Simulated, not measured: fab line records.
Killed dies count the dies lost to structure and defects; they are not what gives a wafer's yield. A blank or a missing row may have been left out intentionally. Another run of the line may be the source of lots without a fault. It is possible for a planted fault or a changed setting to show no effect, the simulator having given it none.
fab line records	flow rit-cmos	part 1 of 2: steps 1 to 30 of 40
record lots=5	wafers=15	last-day=7
route steps=202 shown SILICIDE@162 CONTACT@168 M1@184
lots untouched by any fault: they come from a run of this same line in which no faults occurred
start-h: the number of hours between the record's first day and the start of the first shown wafer of the lot	wait-h: hours since the lot's step before	" same as the row above	L1.1+2: a row that stands for several wafers	- no value present, or no start provided	* or withheld: withheld	< > ~ a bound
route shown NAME@n: NAME is a module with steps in the file, n the number in the route of the first one	usual: average and standard deviation across the fault-free wafers	same: alike in all rows	chamber/n: place in a boat	sites: the reading at each site	_std_site: their standard deviation	_edge_site: outer sites' mean less inner sites'	radius-mm: how far each site lies from the wafer's centre	mask NAME#n: copy n	behind: the tool/chamber that last shaped the wafer	hold: reason for holding the lot/hours on hold/outcome of the hold	device: whichever transistor did not switch (one of n, p or np)	end of line: tests run on the same wafers once the route is complete	for a step that has no rows: nothing shown but its recipe	killed: not the wafer's yield, but the dies lost to structure and defects at the first sort	map: the dies of a wafer, with x for killed, . for not killed, _ for no die there
set.NAME: the setting the step ran with; set.NAME@STEP: the setting that earlier step ran with	model.NAME: the simulator's own value behind a step, which no gauge read
a table for each step, a row for each wafer; lots at some steps of the route
services: a tool's chamber out of use, with start hour (start-h, from the record's first day; less than 0 if before it), hours out, and reason
## steps
# step RIT_SILICIDE_SPUTTER_01
# recipe material=Ti	target-thk-nm=30	power-w=350	chamber-pressure-pa=0.667	gas=Ar	time-s=240	substrate-temp-c=25
# usual throttle-valve-pct=30.0/0.98
lot.wafer	tool	chamber	start-h	wait-h	throttle-valve-pct
L078.1	pvd-sputter-03	-	72.79	0.0	32.2
L078.3	"	-	"	"	29.1
L078.5	"	-	"	"	30.8
L081.1	pvd-sputter-02	-	87.76	0.0	30.0
L081.2	"	-	"	"	29.1
L081.4	"	-	"	"	31.1
L087.1	pvd-sputter-02	-	123.08	0.0	29.1
L087.3	"	-	"	"	28.9
L087.5	"	-	"	"	30.8
L089.1	pvd-sputter-02	-	130.55	0.0	29.4
L089.2	"	-	"	"	29.3
L089.6	"	-	"	"	28.8
L095.2	pvd-sputter-02	-	162.57	0.0	29.4
L095.3	"	-	"	"	29.8
L095.6	"	-	"	"	30.7
# step RIT_SILICIDE_RS_MEAS_02
# recipe thk-meas-gauge=four-point-probe	reads=Ti_of_SILICIDE_SPUTTER_01
# usual SILICIDE_TI_RS=47.6/0.67
lot.wafer	tool	chamber	start-h	wait-h	SILICIDE_TI_RS[ohm/sq]
L078.1	film-metro-01	-	72.94	0.1	48.5
L078.3	"	-	"	"	48.0
L078.5	"	-	"	"	47.8
L081.1	film-metro-01	-	87.91	0.1	47.8
L081.2	"	-	"	"	47.2
L081.4	"	-	"	"	48.0
L087.1	film-metro-04	-	123.23	0.1	48.0
L087.3	"	-	"	"	48.2
L087.5	"	-	"	"	48.5
L089.1	film-metro-01	-	130.70	0.1	46.7
L089.2	"	-	"	"	46.8
L089.6	"	-	"	"	47.0
L095.2	film-metro-02	-	162.74	0.1	47.2
L095.3	"	-	"	"	48.0
L095.6	"	-	"	"	47.9
# step RIT_SILICIDE_THK_MEAS_03
# recipe thk-meas-gauge=xrf	reads=Ti_of_SILICIDE_SPUTTER_01
# usual SILICIDE_TI_THK=30.6/0.37
lot.wafer	tool	chamber	start-h	wait-h	SILICIDE_TI_THK[nm]
L078.1	film-metro-01	-	73.06	0.1	30.1
L078.3	"	-	"	"	30.5
L078.5	"	-	"	"	30.4
L081.1	film-metro-01	-	88.03	0.1	30.4
L081.2	"	-	"	"	30.7
L081.4	"	-	"	"	30.3
L087.1	film-metro-04	-	123.35	0.1	30.3
L087.3	"	-	"	"	30.3
L087.5	"	-	"	"	30.0
L089.1	film-metro-01	-	130.82	0.1	31.1
L089.2	"	-	"	"	31.1
L089.6	"	-	"	"	31.0
L095.2	film-metro-02	-	162.85	0.1	30.8
L095.3	"	-	"	"	30.3
L095.6	"	-	"	"	30.4
# step RIT_SILICIDE_RTA_04
# recipe temp-c=650	time-s=10	idle-temp-c=25	ramp-up-s=5	ramp-down-s=5	cool-to-c=25	ambient=N2
# usual wafer_temp_C_max=652.3/0.55
lot.wafer	tool	chamber	start-h	wait-h	wafer_temp_C_max
L078.1	rtp-anneal-01	0	73.12	0.1	652.1
L078.3	"	0	"	"	651.8
L078.5	"	0	"	"	653.3
L081.1	rtp-anneal-02	0	88.09	0.1	652.2
L081.2	"	0	"	"	652.1
L081.4	"	0	"	"	652.8
L087.1	rtp-anneal-02	0	123.41	0.1	653.3
L087.3	"	0	"	"	652.7
L087.5	"	0	"	"	652.0
L089.1	rtp-anneal-02	0	130.88	0.1	652.2
L089.2	"	0	"	"	652.1
L089.6	"	0	"	"	652.1
L095.2	rtp-anneal-02	0	162.91	0.1	651.7
L095.3	"	0	"	"	652.1
L095.6	"	0	"	"	651.5
# step RIT_SILICIDE_WET_ETCH_05
# recipe chemistry=SPM	target=Ti	temp-c=90	time-s=120	dry=n2-spin
# usual bath-heat-duty-pct=13.9/1.6
lot.wafer	tool	chamber	start-h	wait-h	bath-heat-duty-pct
L078.1	wet-bench-04	2	73.19	0.1	15.1
L078.3	"	2	"	"	14.7
L078.5	"	2	"	"	15.3
L081.1	wet-bench-03	1	88.16	0.1	13.8
L081.2	"	1	"	"	13.9
L081.4	"	1	"	"	14.6
L087.1	wet-bench-02	3	123.48	0.1	13.5
L087.3	"	3	"	"	13.6
L087.5	"	3	"	"	13.8
L089.1	wet-bench-02	3	130.95	0.1	13.5
L089.2	"	3	"	"	14.9
L089.6	"	3	"	"	13.8
L095.2	wet-bench-02	1	162.97	0.0	11.9
L095.3	"	1	"	"	11.2
L095.6	"	1	"	"	11.3
# step RIT_SILICIDE_RTA_06
# recipe temp-c=750	time-s=10	idle-temp-c=25	ramp-up-s=5	ramp-down-s=10	cool-to-c=25	ambient=N2
# usual wafer_temp_C_max=752.7/0.71
lot.wafer	tool	chamber	start-h	wait-h	wafer_temp_C_max
L078.1	rtp-anneal-02	0	73.23	0.0	752.4
L078.3	"	0	"	"	752.0
L078.5	"	0	"	"	751.8
L081.1	rtp-anneal-01	0	88.20	0.0	752.9
L081.2	"	0	"	"	751.6
L081.4	"	0	"	"	753.4
L087.1	rtp-anneal-01	0	123.52	0.0	752.2
L087.3	"	0	"	"	752.2
L087.5	"	0	"	"	752.8
L089.1	rtp-anneal-01	0	130.99	0.0	752.5
L089.2	"	0	"	"	753.2
L089.6	"	0	"	"	752.6
L095.2	rtp-anneal-01	0	163.02	0.0	754.1
L095.3	"	0	"	"	753.4
L095.6	"	0	"	"	753.7
# step RIT_CONTACT_CVD_00
# recipe material=SiO2	target-thk-nm=400	precursor=TEOS	temp-c=390	time-s=61	rf-w=400
# usual heater-power-w=345/53
lot.wafer	tool	chamber	start-h	wait-h	heater-power-w
L078.1	pecvd-01	2	73.30	0.1	319
L078.3	"	0	"	"	293
L078.5	"	0	"	"	302
L081.1	pecvd-01	2	88.27	0.1	378
L081.2	"	1	"	"	339
L081.4	"	2	"	"	275
L087.1	pecvd-01	1	123.59	0.1	318
L087.3	"	2	"	"	377
L087.5	"	0	"	"	334
L089.1	pecvd-03	1	131.06	0.1	349
L089.2	"	2	"	"	408
L089.6	"	0	"	"	300
L095.2	pecvd-01	1	163.07	0.0	334
L095.3	"	2	"	"	365
L095.6	"	2	"	"	283
# step RIT_CONTACT_THK_MEAS_01
# recipe reads=SiO2_of_CONTACT_CVD_00
# usual CONTACT_TEOS_THK=401/5.2
lot.wafer	tool	chamber	start-h	wait-h	CONTACT_TEOS_THK[nm]
L078.1	film-metro-03	-	73.35	0.0	396
L078.3	"	-	"	"	391
L078.5	"	-	"	"	403
L081.1	film-metro-04	-	88.32	0.0	403
L081.2	"	-	"	"	401
L081.4	"	-	"	"	406
L087.1	film-metro-01	-	123.64	0.0	394
L087.3	"	-	"	"	396
L087.5	"	-	"	"	401
L089.1	film-metro-03	-	131.11	0.0	394
L089.2	"	-	"	"	397
L089.6	"	-	"	"	408
L095.2	film-metro-01	-	163.14	0.0	392
L095.3	"	-	"	"	399
L095.6	"	-	"	"	401
# step RIT_CONTACT_HMDS_02
# recipe prime-time-s=60	prime-temp-c=140
lot.wafer	tool	chamber	start-h	wait-h
L078.1+3+5	litho-track-01	0	73.41	0.1
L081.1+2+4	litho-track-02	0	88.38	0.1
L087.1+3+5	litho-track-04	0	123.70	0.1
L089.1+2+6	litho-track-04	0	131.20	0.1
L095.2+3+6	litho-track-01	0	163.21	0.1
# step RIT_CONTACT_COAT_03
# recipe resist=NOVOLAK	spin-rpm=3250	resist-thk-nm=1000
lot.wafer	tool	chamber	start-h	wait-h
L078.1+3+5	litho-track-01	0	73.56	0.1
L081.1+2+4	litho-track-02	0	88.53	0.1
L087.1+3+5	litho-track-04	0	123.85	0.1
L089.1+2+6	litho-track-04	0	131.35	0.1
L095.2+3+6	litho-track-01	0	163.36	0.1
# step RIT_CONTACT_SOFTBAKE_04
# recipe resist=NOVOLAK	temp-c=90	time-s=60
lot.wafer	tool	chamber	start-h	wait-h
L078.1+3+5	litho-track-01	0	73.71	0.1
L081.1+2+4	litho-track-02	0	88.68	0.1
L087.1+3+5	litho-track-04	0	124.00	0.1
L089.1+2+6	litho-track-04	0	131.50	0.1
L095.2+3+6	litho-track-01	0	163.51	0.1
# step RIT_CONTACT_EXPOSE_05
# recipe mask-id=M11	na=0.6	source-shape=conventional	sigma-outer=0.5	target-cd-nm=1000	dose-mj=250
# usual focus-offset-nm=0.0/0.44
lot.wafer	tool	chamber	start-h	wait-h	mask	focus-offset-nm
L078.1	iline-stepper-02	0	73.98	0.2	M11#0	0.5
L078.3	"	0	"	"	M11#0	-0.4
L078.5	"	0	"	"	M11#0	0.4
L081.1	iline-stepper-01	0	88.83	0.1	M11#0	-0.1
L081.2	"	0	"	"	M11#0	0.2
L081.4	"	0	"	"	M11#0	0.2
L087.1	iline-stepper-02	0	124.15	0.1	M11#0	-0.3
L087.3	"	0	"	"	M11#0	0.1
L087.5	"	0	"	"	M11#0	0.9
L089.1	iline-stepper-02	0	131.77	0.2	M11#0	0.1
L089.2	"	0	"	"	M11#0	0.4
L089.6	"	0	"	"	M11#0	-0.8
L095.2	iline-stepper-01	0	163.65	0.1	M11#0	-0.4
L095.3	"	0	"	"	M11#0	0.8
L095.6	"	0	"	"	M11#0	0.3
# step RIT_CONTACT_PEB_06
# recipe resist=NOVOLAK	temp-c=withheld	time-s=withheld
lot.wafer	tool	chamber	start-h	wait-h
L078.1+3+5	litho-track-01	0	74.10	0.1
L081.1+2+4	litho-track-02	0	88.94	0.1
L087.1+3+5	litho-track-04	0	124.26	0.1
L089.1+2+6	litho-track-01	0	131.89	0.1
L095.2+3+6	litho-track-04	0	163.89	0.2
# step RIT_CONTACT_DEVELOP_07
# recipe resist=NOVOLAK	develop-time-s=120	dev-temp-c=23
lot.wafer	tool	chamber	start-h	wait-h
L078.1+3+5	litho-track-01	0	-	-
L081.1+2+4	litho-track-02	0	-	-
L087.1+3+5	litho-track-04	0	-	-
L089.1+2+6	litho-track-01	0	-	-
L095.2+3+6	litho-track-04	0	-	-
# step RIT_CONTACT_CD_MEAS_08
# recipe target-cd-nm=1000
# usual cd-nm=1001.2/2.2
lot.wafer	tool	chamber	start-h	wait-h	cd-nm
L078.1	cd-sem-01	-	74.50	-	998.8
L078.3	"	-	"	"	999.2
L078.5	"	-	"	"	999.6
L081.1	cd-sem-02	-	89.34	-	998.1
L081.2	"	-	"	"	999.0
L081.4	"	-	"	"	996.9
L087.1	cd-sem-02	-	124.66	-	999.0
L087.3	"	-	"	"	998.2
L087.5	"	-	"	"	998.3
L089.1	cd-sem-02	-	132.29	-	1002.6
L089.2	"	-	"	"	1003.9
L089.6	"	-	"	"	1001.7
L095.2	cd-sem-01	-	164.29	-	998.1
L095.3	"	-	"	"	999.5
L095.6	"	-	"	"	999.2
# step RIT_CONTACT_OVL_MEAS_09
# usual CONTACT_OVL=-1.0/1.5
lot.wafer	tool	chamber	start-h	wait-h	CONTACT_OVL[nm]
L078.1	overlay-01	-	74.62	0.1	-3.2
L078.3	"	-	"	"	-2.2
L078.5	"	-	"	"	-0.1
L081.1	overlay-01	-	89.46	0.1	-1.8
L081.2	"	-	"	"	-2.8
L081.4	"	-	"	"	-1.0
L087.1	overlay-01	-	124.78	0.1	-1.8
L087.3	"	-	"	"	0.1
L087.5	"	-	"	"	-1.8
L089.1	overlay-01	-	132.41	0.1	-1.5
L089.2	"	-	"	"	-0.1
L089.6	"	-	"	"	-2.2
L095.2	overlay-01	-	164.39	0.1	0.0
L095.3	"	-	"	"	0.5
L095.6	"	-	"	"	-0.6
# step RIT_CONTACT_HARDBAKE_10
# recipe resist=NOVOLAK	temp-c=140	time-s=60
lot.wafer	tool	chamber	start-h	wait-h
L078.1+3+5	litho-track-04	0	74.65	0.0
L081.1+2+4	litho-track-02	0	89.50	0.0
L087.1+3+5	litho-track-02	0	124.82	0.0
L089.1+2+6	litho-track-01	0	132.45	0.0
L095.2+3+6	litho-track-04	0	164.58	0.2
# step RIT_CONTACT_ETCH_11
# recipe target-depth-a=4800	over-etch-frac=0.2	stop-on=TiSi2	chemistry=CHF3/CF4/Ar	target=SiO2	CHF3_flow_sccm=50	cf4-flow-sccm=10	Ar_flow_sccm=100	O2_flow_sccm=5	pressure-mtorr=100	rf-w=200	time-s=320
# usual drypump-motor-current-A=5.7/0.54	oes-product-au=0.986/0.012	throttle-valve-pct=8.87/0.14
lot.wafer	tool	chamber	start-h	wait-h	drypump-motor-current-A	oes-product-au	rf-hours-counter-h	throttle-valve-pct
L078.1	rie-diel-03	2	74.80	0.1	5.7	0.987	89	8.72
L078.3	"	3	"	"	5.8	0.986	14	8.73
L078.5	"	3	"	"	5.8	0.980	-	8.74
L081.1	rie-diel-04	3	89.65	0.1	6.8	0.983	141	8.87
L081.2	"	0	"	"	5.6	0.978	9	9.11
L081.4	"	2	"	"	4.6	0.969	103	8.67
L087.1	rie-diel-03	3	124.97	0.1	5.8	0.977	15	8.74
L087.3	"	2	"	"	5.7	0.993	90	8.72
L087.5	"	3	"	"	5.8	0.973	-	8.73
L089.1	rie-diel-01	2	132.60	0.1	5.0	0.993	8	8.90
L089.2	"	1	"	"	5.9	1.002	1	8.93
L089.6	"	2	"	"	5.0	0.999	-	8.90
L095.2	rie-diel-04	1	164.70	0.1	5.6	0.978	124	8.83
L095.3	"	0	"	"	5.6	0.981	10	9.09
L095.6	"	3	"	"	6.8	0.985	-	8.88
# step RIT_CONTACT_STRIP_12
# recipe chemistry=O2	time-s=180	resist=NOVOLAK	platen-temp-c=withheld	power-w=500	pressure-mtorr=4000	o2-flow-sccm=4000
# usual drypump-motor-current-A=5.7/0.45
lot.wafer	tool	chamber	start-h	wait-h	drypump-motor-current-A	rf-hours-counter-h
L078.1	plasma-asher-01	1	75.00	0.1	5.1	28
L078.3	"	0	"	"	5.6	-
L078.5	"	0	"	"	5.6	-
L081.1	plasma-asher-02	1	89.85	0.1	5.5	44
L081.2	"	0	"	"	5.4	44
L081.4	"	1	"	"	5.5	-
L087.1	plasma-asher-01	1	125.17	0.1	5.1	33
L087.3	"	1	"	"	5.2	-
L087.5	"	0	"	"	5.6	-
L089.1	plasma-asher-02	0	132.79	0.1	5.5	49
L089.2	"	1	"	"	5.5	49
L089.6	"	1	"	"	5.5	-
L095.2	plasma-asher-04	1	164.90	0.1	6.1	52
L095.3	"	1	"	"	6.1	-
L095.6	"	0	"	"	6.5	-
# step RIT_CONTACT_CD_MEAS_90
# recipe target-cd-nm=1000
# usual cd-nm=1001.1/2.2
lot.wafer	tool	chamber	start-h	wait-h	cd-nm
L078.1	cd-sem-02	-	75.17	0.1	999.0
L078.3	"	-	"	"	999.3
L078.5	"	-	"	"	1000.0
L081.1	cd-sem-01	-	90.02	0.1	998.0
L081.2	"	-	"	"	998.9
L081.4	"	-	"	"	997.1
L087.1	cd-sem-02	-	125.34	0.1	999.1
L087.3	"	-	"	"	997.9
L087.5	"	-	"	"	998.7
L089.1	cd-sem-01	-	132.96	0.1	1002.4
L089.2	"	-	"	"	1003.9
L089.6	"	-	"	"	1001.7
L095.2	cd-sem-01	-	165.09	0.1	998.1
L095.3	"	-	"	"	999.8
L095.6	"	-	"	"	998.3
# step RIT_CONTACT_CLEAN_13
# recipe chemistry=SC1	mix=3:3:50	time-s=600	temp-c=75
# usual bath-heat-duty-pct=15.7/1.8
lot.wafer	tool	chamber	start-h	wait-h	bath-heat-duty-pct
L078.1	wet-bench-01	1	75.29	0.1	16.7
L078.3	"	1	"	"	15.6
L078.5	"	1	"	"	16.2
L081.1	wet-bench-02	2	90.14	0.1	13.9
L081.2	"	2	"	"	14.6
L081.4	"	2	"	"	13.8
L087.1	wet-bench-02	1	125.46	0.1	12.9
L087.3	"	1	"	"	11.9
L087.5	"	1	"	"	12.7
L089.1	wet-bench-03	1	133.08	0.1	16.0
L089.2	"	1	"	"	15.7
L089.6	"	1	"	"	16.1
L095.2	wet-bench-02	0	165.19	0.1	15.7
L095.3	"	0	"	"	15.1
L095.6	"	0	"	"	15.7
# step RIT_CONTACT_CLEAN_14
# recipe chemistry=SC2	mix=3:3:50	time-s=600	temp-c=75	dry=n2-spin
# usual bath-heat-duty-pct=15.8/1.6
lot.wafer	tool	chamber	start-h	wait-h	bath-heat-duty-pct
L078.1	wet-bench-03	3	75.48	0.0	18.2
L078.3	"	3	"	"	17.1
L078.5	"	3	"	"	20.3
L081.1	wet-bench-03	1	90.32	0.0	17.3
L081.2	"	1	"	"	15.9
L081.4	"	1	"	"	16.1
L087.1	wet-bench-01	2	125.65	0.0	16.5
L087.3	"	2	"	"	17.0
L087.5	"	2	"	"	16.4
L089.1	wet-bench-01	3	133.28	0.0	13.8
L089.2	"	3	"	"	13.0
L089.6	"	3	"	"	12.3
L095.2	wet-bench-03	0	165.37	0.0	17.4
L095.3	"	0	"	"	17.1
L095.6	"	0	"	"	18.5
# step RIT_M1_SPUTTER_00
# recipe material=Al	target-thk-nm=400	power-w=2000	chamber-pressure-pa=0.4	gas=Ar	time-s=500	substrate-temp-c=25
# usual throttle-valve-pct=30.6/0.92
lot.wafer	tool	chamber	start-h	wait-h	throttle-valve-pct
L078.1	pvd-sputter-01	-	75.68	0.0	30.8
L078.3	"	-	"	"	31.0
L078.5	"	-	"	"	30.9
L081.1	pvd-sputter-03	-	90.49	0.0	32.1
L081.2	"	-	"	"	30.7
L081.4	"	-	"	"	31.9
L087.1	pvd-sputter-03	-	125.83	0.0	31.9
L087.3	"	-	"	"	30.9
L087.5	"	-	"	"	30.2
L089.1	pvd-sputter-03	-	133.45	0.0	30.6
L089.2	"	-	"	"	30.3
L089.6	"	-	"	"	29.2
L095.2	pvd-sputter-01	-	165.56	0.0	29.2
L095.3	"	-	"	"	30.7
L095.6	"	-	"	"	31.1
# step RIT_M1_RS_MEAS_01
# recipe thk-meas-gauge=four-point-probe	reads=Al_of_M1_SPUTTER_00
# usual M1_AL_RS=0.0731/0.00077
lot.wafer	tool	chamber	start-h	wait-h	M1_AL_RS[ohm/sq]
L078.1	film-metro-03	-	75.97	0.1	0.0738
L078.3	"	-	"	"	0.0742
L078.5	"	-	"	"	0.0738
L081.1	film-metro-02	-	90.78	0.1	0.0731
L081.2	"	-	"	"	0.0733
L081.4	"	-	"	"	0.0733
L087.1	film-metro-04	-	126.12	0.1	0.0742
L087.3	"	-	"	"	0.0740
L087.5	"	-	"	"	0.0745
L089.1	film-metro-02	-	133.75	0.1	0.0738
L089.2	"	-	"	"	0.0728
L089.6	"	-	"	"	0.0734
L095.2	film-metro-02	-	165.87	0.2	0.0741
L095.3	"	-	"	"	0.0725
L095.6	"	-	"	"	0.0737
# step RIT_M1_THK_MEAS_02
# recipe thk-meas-gauge=xrf	reads=Al_of_M1_SPUTTER_00
# usual M1_AL_THK=398/4.6
lot.wafer	tool	chamber	start-h	wait-h	M1_AL_THK[nm]
L078.1	film-metro-03	-	76.09	0.1	395
L078.3	"	-	"	"	393
L078.5	"	-	"	"	397
L081.1	film-metro-02	-	90.90	0.1	399
L081.2	"	-	"	"	397
L081.4	"	-	"	"	400
L087.1	film-metro-04	-	126.24	0.1	393
L087.3	"	-	"	"	395
L087.5	"	-	"	"	390
L089.1	film-metro-02	-	133.87	0.1	397
L089.2	"	-	"	"	401
L089.6	"	-	"	"	401
L095.2	film-metro-02	-	165.98	0.1	394
L095.3	"	-	"	"	402
L095.6	"	-	"	"	395
# step RIT_M1_HMDS_03
# recipe prime-time-s=60	prime-temp-c=140
lot.wafer	tool	chamber	start-h	wait-h
L078.1+3+5	litho-track-04	0	76.15	0.1
L081.1+2+4	litho-track-04	0	90.96	0.1
L087.1+3+5	litho-track-04	0	126.30	0.1
L089.1+2+6	litho-track-03	0	134.01	0.1
L095.2+3+6	litho-track-04	0	166.06	0.1
# step RIT_M1_COAT_04
# recipe resist=NOVOLAK	spin-rpm=2000	resist-thk-nm=1300
lot.wafer	tool	chamber	start-h	wait-h
L078.1+3+5	litho-track-04	0	76.30	0.1
L081.1+2+4	litho-track-04	0	91.11	0.1
L087.1+3+5	litho-track-04	0	126.45	0.1
L089.1+2+6	litho-track-03	0	134.16	0.1
L095.2+3+6	litho-track-04	0	166.21	0.1
# step RIT_M1_SOFTBAKE_05
# recipe resist=NOVOLAK	temp-c=90	time-s=60
lot.wafer	tool	chamber	start-h	wait-h
L078.1+3+5	litho-track-04	0	76.45	0.1
L081.1+2+4	litho-track-04	0	91.26	0.1
L087.1+3+5	litho-track-04	0	126.60	0.1
L089.1+2+6	litho-track-03	0	134.31	0.1
L095.2+3+6	litho-track-04	0	166.36	0.1
# step RIT_M1_EXPOSE_06
# recipe mask-id=M12	na=0.6	source-shape=conventional	sigma-outer=0.5	target-cd-nm=2600	dose-mj=250
# usual focus-offset-nm=0.1/0.52
lot.wafer	tool	chamber	start-h	wait-h	mask	focus-offset-nm
L078.1	iline-stepper-01	0	76.73	0.2	M12#0	-0.4
L078.3	"	0	"	"	M12#0	-0.3
L078.5	"	0	"	"	M12#0	-0.2
L081.1	iline-stepper-01	0	91.54	0.2	M12#0	0.5
L081.2	"	0	"	"	M12#0	0.1
L081.4	"	0	"	"	M12#0	0.6
L087.1	iline-stepper-01	0	126.88	0.2	M12#0	-0.6
L087.3	"	0	"	"	M12#0	0.1
L087.5	"	0	"	"	M12#0	0.0
L089.1	iline-stepper-02	0	134.46	0.1	M12#0	0.0
L089.2	"	0	"	"	M12#0	0.1
L089.6	"	0	"	"	M12#0	0.3
L095.2	iline-stepper-02	0	166.50	0.1	M12#0	-0.7
L095.3	"	0	"	"	M12#0	-0.2
L095.6	"	0	"	"	M12#0	0.0
# step RIT_M1_PEB_07
# recipe resist=NOVOLAK	temp-c=withheld	time-s=withheld
lot.wafer	tool	chamber	start-h	wait-h
L078.1+3+5	litho-track-03	0	76.84	0.1
L081.1+2+4	litho-track-04	0	91.66	0.1
L087.1+3+5	litho-track-04	0	126.99	0.1
L089.1+2+6	litho-track-02	0	134.58	0.1
L095.2+3+6	litho-track-03	0	166.62	0.1
